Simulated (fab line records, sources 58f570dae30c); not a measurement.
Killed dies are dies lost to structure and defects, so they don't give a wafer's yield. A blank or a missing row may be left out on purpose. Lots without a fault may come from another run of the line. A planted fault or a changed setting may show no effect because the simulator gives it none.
Which tool did it? | flow berkeley_cmos170 | 7 lots, 21 wafers sampled, at 3 steps of a route of 331

WHAT THE GAUGES READ, wafer by wafer
UCB170_GATE_THK_MEAS_02.
lot  | measured     | on            | GATE_OXIDE_THK (nm)
L868 | day 7 01:23  | film_metro-01 | 6.56 6.48 6.28
L869 | day 7 09:41  | film_metro-03 | 6.60 6.58 6.66
L874 | day 8 23:00  | film_metro-03 | 6.49 6.42 6.49
L881 | day 9 23:53  | film_metro-03 | 6.75 6.76 6.75
L885 | day 10 20:52 | film_metro-03 | 6.76 6.63 6.64
L888 | day 11 20:40 | film_metro-03 | 6.58 6.81 6.63
L890 | day 12 07:56 | film_metro-01 | 6.57 6.48 6.60

WHICH TOOL RAN EACH LOT (tool, then ch and the chambers of the sampled wafers, then the start)
lot  | UCB170_ZERO_COAT_01              | UCB170_ZERO_STRIP_07
L868 | litho_track-01 ch 0, day 2 00:14 | plasma_asher-04 ch 0,1, day 2 01:04
L869 | litho_track-03 ch 0, day 2 07:56 | plasma_asher-04 ch 0,1, day 2 09:16
L874 | litho_track-03 ch 0, day 3 08:55 | plasma_asher-01 ch 0,1, day 3 09:44
L881 | litho_track-04 ch 0, day 4 15:46 | plasma_asher-01 ch 0,1, day 4 16:27
L885 | litho_track-01 ch 0, day 5 13:00 | plasma_asher-02 ch 0,1, day 5 13:43
L888 | litho_track-04 ch 0, day 6 11:42 | plasma_asher-01 ch 0,1, day 6 12:32
L890 | litho_track-04 ch 0, day 6 17:29 | plasma_asher-04 ch 0, day 6 19:05
- UCB170_ZERO_COAT_01: resist thk 900 nm.
- UCB170_ZERO_STRIP_07: strips in O2.

THE ANSWER, worked out from the rows above alone
Rule: what is usual is taken from the lots themselves. Put in order of their means at a reading, lots are off if they are a third of the lots or fewer, leave a main group of 4 or more, and stand apart from it by a gap of 3 or more times the standard deviation of the main group's means; of several such gaps the widest counts. A main group whose means are all the same, to the digits that the tables above print for the reading, isn't used. A lot without any number at a reading at which 4 lots or more have one is off too. The other lots that the step has rows for count as sound.
No lot is off at any reading shown: from this, nothing can be told.

WHAT THE SIMULATOR HAD PUT IN
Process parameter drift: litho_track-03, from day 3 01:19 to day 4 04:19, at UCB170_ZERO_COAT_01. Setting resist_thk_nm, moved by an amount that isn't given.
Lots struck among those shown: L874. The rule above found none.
